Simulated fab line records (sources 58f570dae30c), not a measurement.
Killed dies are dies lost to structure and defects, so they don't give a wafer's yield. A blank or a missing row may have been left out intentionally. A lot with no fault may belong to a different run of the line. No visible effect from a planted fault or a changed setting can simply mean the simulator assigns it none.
Code-filled problem report in 8D (eight disciplines) form || flow berkeley_cmos170 || the parts of the form that need people (team, actions taken, sign-off) are left out

## 1. THE ISSUE
At UCB170_M2_ETCH_17, oes_product_au averages 0.778 a.u. over 6 wafers from 2 lots, while fault-free wafers read 1.016 a.u., standard deviation 0.022. That puts it -11 standard deviations away from the usual mean.
The step: etches BARC in N2/H2.
First seen on wafer L682.2, day 10 05:04, on rie_diel-01. The record holds 42 wafers of 14 lots with a number at this step. By rule, "out" or "out of limits" means more than 4 standard deviations away from the usual mean. All remaining wafers that have a number are taken as sound.

## 2. WHAT IT IS AND WHAT IT IS NOT
{"question": "which readings at this step", "is": "oes_product_au", "is not": "drypump_motor_current_A, throttle_valve_pct"}
{"question": "which lots", "is": "L680, L682", "is not": "L671, L672, L673, L676, L681, L684, L688, L689, L690, L692, L693, L694"}
{"question": "which wafers of those lots", "is": "all that have a number", "is not": "-"}
{"question": "read on which tools", "is": "rie_diel-01", "is not": "rie_diel-03, rie_diel-04"}
{"question": "when", "is": "from day 10 05:04", "is not": "up to then (12 sound wafers); but 24 sound wafers of L681, L684, L688, L689, L690, L692, L693, L694 came after"}

## 3. WHAT RULES OUT EACH SUSPECT
Counting: a tool stays on the suspect list if, at a process step up to the reading, it processed all lots that are out and no sound lot following the first of them.
- rie_diel-01 at UCB170_M2_ETCH_17 (etches BARC in N2/H2): kept. It ran every lot that is out, first L682 (day 10 05:04), and no sound lot after that; its last sound lot up to then is L672 (day 8 23:22). Its own readings are out on those wafers: oes_product_au.
Left after counting: rie_diel-01 at UCB170_M2_ETCH_17.

## 4. THE CAUSE (what the simulator had put in)
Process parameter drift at UCB170_M2_ETCH_17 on rie_diel-01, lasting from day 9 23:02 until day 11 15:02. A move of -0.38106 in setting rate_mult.
Only this tool survived the counting.

## 5. THE EFFECT CHAIN, in route order
Each row: a reading whose mean over the struck wafers that have a number lies more than 3 standard deviations from the usual. Only readings for which the record gives a usual standard deviation are gone through. hours: the time from each lot's start at the first step in this table that gives one to its start at this step, as a median over the lots. sigmas: the change in usual standard deviations.
{"hours": 0, "step": "UCB170_M2_ETCH_17", "reading": "oes_product_au", "usual": "1.016 a.u.", "on struck wafers": 0.778, "change": -0.238, "sigmas": -11}
Process steps it contains:
- UCB170_M2_ETCH_17: etches BARC in N2/H2.

## 6. HOW IT WOULD HAVE BEEN CAUGHT EARLIER
6 hours passed between the start of the fault at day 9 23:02 and the first reading out of limits in this record, taken at day 10 05:04.
